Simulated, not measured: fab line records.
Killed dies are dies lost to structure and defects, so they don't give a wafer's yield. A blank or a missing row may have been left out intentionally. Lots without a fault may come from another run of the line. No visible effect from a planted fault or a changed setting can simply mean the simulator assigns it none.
2 desks, one fault -- flow berkeley cmos170 -- only its own numbers are on each desk; what lay behind them is given at the end

DESK OF THE TOOL OWNER: litho track-01
The tool's own readings at UCB170_M3_COAT_10 (resist thk 900 nm): means of the sampled wafers that have a number, for each lot that ran on this tool. If a lot's mean is further than 4 standard deviations from the usual mean, the lot is out of limits and carries the mark OUT (the distance appears in the brackets).
Columns: A = resist line temp C at UCB170_M3_COAT_10, usual 22.98 C
lot,first seen here,A
L405,day 8 06:00,23.11
L408,day 10 01:00,23.05
L415,day 11 06:00,23.02
L428,day 14 18:00,23.04
This desk found nothing out of limits on any of the 4 lots.

FROM THE METROLOGY DESK
What the gauges read, lot by lot, whatever tool the lot ran on: means of the sampled wafers that have a number. If a lot's mean is further than 4 standard deviations from the usual mean, the lot is out of limits and carries the mark OUT (the distance appears in the brackets).
Columns: A = SILICIDE_TI_THK at UCB170_SILICIDE_THK_MEAS_03, usual 30.2 nm; B = cd nm at UCB170_M3_CD_MEAS_15, usual 699.9 nm
lot,first seen here,A,B
L405,day 7 12:01,29.5,700.3
L406,day 8 01:44,30.2,697.9
L409,day 9 00:31,30.5,701.3
L408,day 9 01:04,30.3,701.5
L407,day 9 01:14,30.8,699.3
L415,day 10 12:53,30.3,705.0
L417,day 10 13:22,29.9,698.7
L421,day 11 13:55,29.5,696.5
L420,day 11 14:07,30.8,700.6
L423,day 11 20:04,30.3,700.2
L425,day 12 05:47,30.5,701.3
L424,day 12 06:14,30.1,701.2
L428,day 13 19:17,30.2,700.5
This desk found nothing out of limits on any of the 13 lots.

TAKEN TOGETHER
Nothing out of limits was seen by the tool owner's desk.
At the metrology desk, nothing out of limits was observed.

WHAT WAS PUT IN BY THE SIMULATOR
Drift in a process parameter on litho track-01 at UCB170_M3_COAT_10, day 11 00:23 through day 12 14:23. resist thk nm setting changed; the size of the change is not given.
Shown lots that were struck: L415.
